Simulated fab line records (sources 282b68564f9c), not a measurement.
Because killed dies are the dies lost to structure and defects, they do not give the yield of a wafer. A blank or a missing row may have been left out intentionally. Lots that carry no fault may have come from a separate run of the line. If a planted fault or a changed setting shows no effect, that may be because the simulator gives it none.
Which tool is to blame? -- flow ritCmos -- 14 lots with 42 wafers sampled at 4 steps, on a route of 202 steps

## WHAT THE GAUGES READ, wafer by wafer
RIT_GATE_CD_MEAS_90 targets a cd of 150 nm.
lot,measured,on,cdNm (nm)
L480,day 2 13:22,cdSem-02,148.9 148.1 150.6
L481,day 2 19:04,cdSem-01,155.5 153.9 152.5
L482,day 2 23:07,cdSem-01,151.4 153.6 153.9
L483,day 3 04:52,cdSem-01,151.5 155.1 154.6
L484,day 3 08:47,cdSem-01,151.8 148.4 151.2
L486,day 3 19:20,cdSem-01,150.3 149.7 151.2
L488,day 4 05:58,cdSem-02,149.0 150.7 152.7
L490,day 4 15:14,cdSem-02,147.0 148.4 148.0
L492,day 5 02:42,cdSem-01,149.8 149.2 149.2
L493,day 5 05:58,cdSem-02,156.2 154.3 153.3
L499,day 6 12:02,cdSem-01,151.9 150.3 149.7
L500,day 6 16:53,cdSem-01,146.0 147.7 148.5
L502,day 7 03:16,cdSem-01,145.2 145.6 143.8
L503,day 7 09:05,cdSem-01,151.4 153.3 151.6

RIT_CONTACT_CD_MEAS_08 targets a cd of 1000 nm.
lot,measured,on,cdNm (nm)
L480,day 3 03:46,cdSem-02,1002.2 1004.4 1001.7
L481,day 3 09:31,cdSem-02,997.9 999.2 1000.7
L482,day 3 13:24,cdSem-01,995.1 996.9 996.1
L483,day 3 19:13,cdSem-02,999.9 1002.4 1001.6
L484,day 3 23:19,cdSem-02,1000.3 1001.1 1000.2
L486,day 4 09:50,cdSem-02,999.3 1000.2 1002.0
L488,day 4 20:09,cdSem-01,1000.1 999.1 1001.5
L490,day 5 05:38,cdSem-01,998.5 995.8 996.6
L492,day 5 16:53,cdSem-01,998.1 1000.2 999.9
L493,day 5 20:15,cdSem-02,1002.4 1001.9 1003.4
L499,day 7 02:19,cdSem-02,1001.1 1001.4 1000.6
L500,day 7 08:04,cdSem-01,1001.0 1003.9 1000.5
L502,day 7 19:58,cdSem-02,998.2 999.3 998.7
L503,day 7 23:49,cdSem-02,1001.3 1000.3 1002.4

## WHICH TOOL RAN EACH LOT (tool, then ch and the chambers of the sampled wafers, then the start)
lot,RIT_NLDD_STRIP_09,RIT_SDANNEAL_CLEAN_02
L480,"plasmaAsher-03 ch 0,1, day 2 17:55","wetBench-04 ch 1, day 3 01:14"
L481,"plasmaAsher-01 ch 0,1, day 2 23:32","wetBench-02 ch 0, day 3 07:02"
L482,"plasmaAsher-01 ch 0,1, day 3 03:31","wetBench-01 ch 1, day 3 10:57"
L483,"plasmaAsher-01 ch 0,1, day 3 09:26","wetBench-02 ch 3, day 3 16:46"
L484,"plasmaAsher-03 ch 0,1, day 3 13:20","wetBench-01 ch 3, day 3 20:47"
L486,"plasmaAsher-04 ch 1, day 3 23:58","wetBench-02 ch 0, day 4 07:25"
L488,"plasmaAsher-01 ch 0,1, day 4 10:29","wetBench-04 ch 1, day 4 17:49"
L490,"plasmaAsher-01 ch 0,1, day 4 19:35","wetBench-02 ch 0, day 5 03:04"
L492,"plasmaAsher-04 ch 0,1, day 5 07:08","wetBench-02 ch 1, day 5 14:31"
L493,"plasmaAsher-04 ch 0,1, day 5 10:26","wetBench-02 ch 1, day 5 17:50"
L499,"plasmaAsher-01 ch 0,1, day 6 16:19","wetBench-01 ch 1, day 6 23:56"
L500,"plasmaAsher-04 ch 0, day 6 22:17","wetBench-01 ch 0, day 7 05:38"
L502,"plasmaAsher-04 ch 1, day 7 09:41","wetBench-02 ch 1, day 7 17:29"
L503,"plasmaAsher-03 ch 0,1, day 7 14:03","wetBench-04 ch 2, day 7 21:28"
- RIT_NLDD_STRIP_09: strips in O2, time 180 s.
- RIT_SDANNEAL_CLEAN_02: cleans in SC2, time 600 s.

## WHAT THE TOOLS THEMSELVES READ (means of the sampled wafers that have a number; where no wafer has one, the mark that the record gives instead)
RIT_NLDD_STRIP_09.
lot,tool,drypumpMotorCurrentA (A)
L480,plasmaAsher-03,6.4
L481,plasmaAsher-01,5.2
L482,plasmaAsher-01,5.2
L483,plasmaAsher-01,5.2
L484,plasmaAsher-03,6.4
L486,plasmaAsher-04,5.7
L488,plasmaAsher-01,5.2
L490,plasmaAsher-01,5.2
L492,plasmaAsher-04,5.8
L493,plasmaAsher-04,5.8
L499,plasmaAsher-01,5.2
L500,plasmaAsher-04,5.9
L502,plasmaAsher-04,5.7
L503,plasmaAsher-03,6.0

RIT_SDANNEAL_CLEAN_02.
lot,tool,bathGuardTempC (C),runLengthS (s)
L480,wetBench-04,74.6,626
L481,wetBench-02,75.4,625
L482,wetBench-01,75.6,632
L483,wetBench-02,76.1,627
L484,wetBench-01,74.7,626
L486,wetBench-02,75.6,633
L488,wetBench-04,74.8,626
L490,wetBench-02,75.7,633
L492,wetBench-02,75.5,626
L493,wetBench-02,75.4,626
L499,wetBench-01,75.6,559
L500,wetBench-01,75.2,559
L502,wetBench-02,75.4,633
L503,wetBench-04,75.2,633

## THE ANSWER, worked out from the rows above alone
Rule: the usual values come from the lots themselves. Put in order of their means at a reading, lots are off if they are a third of the lots or fewer, leave a main group of 4 or more, and stand apart from it by a gap of 3 or more times the standard deviation of the main group's means; of several such gaps the widest counts. If all means in a main group match to the digits the tables above print for the reading, that group is not used. A lot without any number at a reading at which 4 lots or more have one is off too. Where the step has rows for the other lots, those lots are counted as sound. First the gauges in route order, then the tools' own readings, where a lot's mean is used as printed above. The first step at which some lot is off is used, and at that step the reading that is off furthest; a lot without a number counts as furthest.
Off, at RIT_SDANNEAL_CLEAN_02 on runLengthS: L499, L500. The main group has a mean of 629 s with a standard deviation of 3.4.
If a tool, at that step or one of the process steps before it, ran each lot that is off and ran no sound lot following the first of them, it fits. One fits: RIT_SDANNEAL_CLEAN_02 on wetBench-01. Its last sound lot is L484 (day 3 20:47), its first lot that is off L499 (day 6 23:56): a fault that began between those two fits.
The tool's own readings at RIT_SDANNEAL_CLEAN_02 bear it out: on the lots that are off they differ by more than 5 times the standard deviation of the sound lots' means. runLengthS reads 559 s there against 629 s on the sound lots.

## WHAT THE SIMULATOR HAD PUT IN
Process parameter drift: wetBench-01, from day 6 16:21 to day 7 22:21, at RIT_SDANNEAL_CLEAN_02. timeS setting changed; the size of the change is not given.
Struck lots among those shown: L499, L500. Same finding as the rule above.
